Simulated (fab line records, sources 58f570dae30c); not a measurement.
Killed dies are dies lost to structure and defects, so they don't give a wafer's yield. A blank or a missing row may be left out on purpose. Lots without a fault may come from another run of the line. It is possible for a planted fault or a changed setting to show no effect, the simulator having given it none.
What tool caused it? || flow berkeleyCmos170 || 39 wafers from 13 lots sampled at 3 of the route's 331 steps

== WHAT THE GAUGES READ, wafer by wafer ==
UCB170_CONTACT_THK_MEAS_02.
{"lot": "L183", "measured": "day 8 16:33", "on": "filmMetro-04", "CONTACT_PSG_THK (nm)": "707 703 704"}
{"lot": "L185", "measured": "day 9 09:05", "on": "filmMetro-02", "CONTACT_PSG_THK (nm)": "711 704 709"}
{"lot": "L187", "measured": "day 9 10:43", "on": "filmMetro-04", "CONTACT_PSG_THK (nm)": "696 703 698"}
{"lot": "L186", "measured": "day 9 10:51", "on": "filmMetro-02", "CONTACT_PSG_THK (nm)": "702 702 708"}
{"lot": "L190", "measured": "day 10 06:56", "on": "filmMetro-03", "CONTACT_PSG_THK (nm)": "702 695 704"}
{"lot": "L189", "measured": "day 10 12:19", "on": "filmMetro-03", "CONTACT_PSG_THK (nm)": "694 698 694"}
{"lot": "L195", "measured": "day 11 00:26", "on": "filmMetro-04", "CONTACT_PSG_THK (nm)": "684 689 689"}
{"lot": "L192", "measured": "day 11 00:31", "on": "filmMetro-03", "CONTACT_PSG_THK (nm)": "705 704 706"}
{"lot": "L198", "measured": "day 11 02:16", "on": "filmMetro-04", "CONTACT_PSG_THK (nm)": "691 688 687"}
{"lot": "L200", "measured": "day 11 12:38", "on": "filmMetro-02", "CONTACT_PSG_THK (nm)": "696 693 691"}
{"lot": "L199", "measured": "day 11 13:38", "on": "filmMetro-03", "CONTACT_PSG_THK (nm)": "699 701 694"}
{"lot": "L202", "measured": "day 11 13:38", "on": "filmMetro-02", "CONTACT_PSG_THK (nm)": "702 702 699"}
{"lot": "L206", "measured": "day 12 15:02", "on": "filmMetro-02", "CONTACT_PSG_THK (nm)": "698 699 696"}

UCB170_CONTACT_CD_MEAS_90: the cd target is 700 nm.
{"lot": "L183", "measured": "day 8 18:53", "on": "cdSem-02", "cdNm (nm)": "698.2 699.1 700.7"}
{"lot": "L185", "measured": "day 9 14:15", "on": "cdSem-02", "cdNm (nm)": "700.1 700.0 699.6"}
{"lot": "L187", "measured": "day 9 14:59", "on": "cdSem-02", "cdNm (nm)": "699.3 700.3 699.8"}
{"lot": "L186", "measured": "day 9 15:11", "on": "cdSem-02", "cdNm (nm)": "700.4 699.7 700.1"}
{"lot": "L190", "measured": "day 10 10:50", "on": "cdSem-02", "cdNm (nm)": "703.0 700.5 701.6"}
{"lot": "L189", "measured": "day 10 15:28", "on": "cdSem-01", "cdNm (nm)": "700.2 700.0 700.0"}
{"lot": "L195", "measured": "day 11 04:21", "on": "cdSem-01", "cdNm (nm)": "700.5 699.8 699.9"}
{"lot": "L192", "measured": "day 11 04:31", "on": "cdSem-02", "cdNm (nm)": "699.9 701.1 702.3"}
{"lot": "L198", "measured": "day 11 07:07", "on": "cdSem-02", "cdNm (nm)": "698.2 698.7 698.0"}
{"lot": "L200", "measured": "day 11 15:07", "on": "cdSem-01", "cdNm (nm)": "698.7 698.5 699.5"}
{"lot": "L199", "measured": "day 11 18:29", "on": "cdSem-01", "cdNm (nm)": "699.6 698.9 697.4"}
{"lot": "L202", "measured": "day 11 18:46", "on": "cdSem-01", "cdNm (nm)": "700.9 702.4 703.1"}
{"lot": "L206", "measured": "day 12 17:11", "on": "cdSem-01", "cdNm (nm)": "702.6 702.3 699.9"}

UCB170_M2_OVL_MEAS_16.
{"lot": "L183", "measured": "day 9 05:03", "on": "overlay-02", "M2_OVL (nm)": "5 4 2"}
{"lot": "L185", "measured": "day 10 00:38", "on": "overlay-01", "M2_OVL (nm)": "-14 -9 -9"}
{"lot": "L187", "measured": "day 10 01:15", "on": "overlay-01", "M2_OVL (nm)": "-9 -6 -11"}
{"lot": "L186", "measured": "day 10 00:55", "on": "overlay-02", "M2_OVL (nm)": "4 -2 0"}
{"lot": "L190", "measured": "day 10 23:35", "on": "overlay-02", "M2_OVL (nm)": "-1 5 2"}
{"lot": "L189", "measured": "day 11 03:13", "on": "overlay-01", "M2_OVL (nm)": "0 -3 7"}
{"lot": "L195", "measured": "day 11 15:10", "on": "overlay-01", "M2_OVL (nm)": "-1 5 -12"}
{"lot": "L192", "measured": "day 11 15:31", "on": "overlay-01", "M2_OVL (nm)": "-9 -6 -13"}
{"lot": "L198", "measured": "day 11 22:43", "on": "overlay-01", "M2_OVL (nm)": "-1 -4 -5"}
{"lot": "L200", "measured": "day 12 04:25", "on": "overlay-02", "M2_OVL (nm)": "-4 -6 7"}
{"lot": "L199", "measured": "day 13 04:05", "on": "overlay-02", "M2_OVL (nm)": "-7 -10 -4"}
{"lot": "L202", "measured": "day 13 02:10", "on": "overlay-02", "M2_OVL (nm)": "-8 -10 -7"}
{"lot": "L206", "measured": "day 13 05:43", "on": "overlay-02", "M2_OVL (nm)": "-7 1 -6"}

== EACH LOT AND THE TOOL THAT RAN IT (in order: tool; ch and the chambers of the sampled wafers; start) ==
The record shows no process step preceding these readings.

== WHAT THE TOOLS THEMSELVES READ (means of the sampled wafers that have a number; where no wafer has one, the mark that the record gives instead) ==
The record holds no such reading with a usual standard deviation.

== THE ANSWER, worked out from the rows above alone ==
Rule: usual is defined by the lots themselves. The widest of any qualifying gaps counts: lots, ordered by their means at a reading, are off when they make up no more than a third of the lots, leave a main group of 4 or more, and stand apart from it by 3 or more times the standard deviation of that group's means. A main group is skipped when, at the precision printed for the reading in the tables above, its means are all equal. Also off: a lot with no number at a reading for which 4 or more lots have one. Where the step has rows for the other lots, those lots are counted as sound. After the gauges, taken in route order, come the tools' own readings; for these a lot's mean is taken, as printed above. At the first step where some lot is off, the reading lying furthest off is the one used; lots without a number count as furthest.
None of the lots is off at any reading shown; this tells nothing.

== WHAT THE SIMULATOR HAD PUT IN ==
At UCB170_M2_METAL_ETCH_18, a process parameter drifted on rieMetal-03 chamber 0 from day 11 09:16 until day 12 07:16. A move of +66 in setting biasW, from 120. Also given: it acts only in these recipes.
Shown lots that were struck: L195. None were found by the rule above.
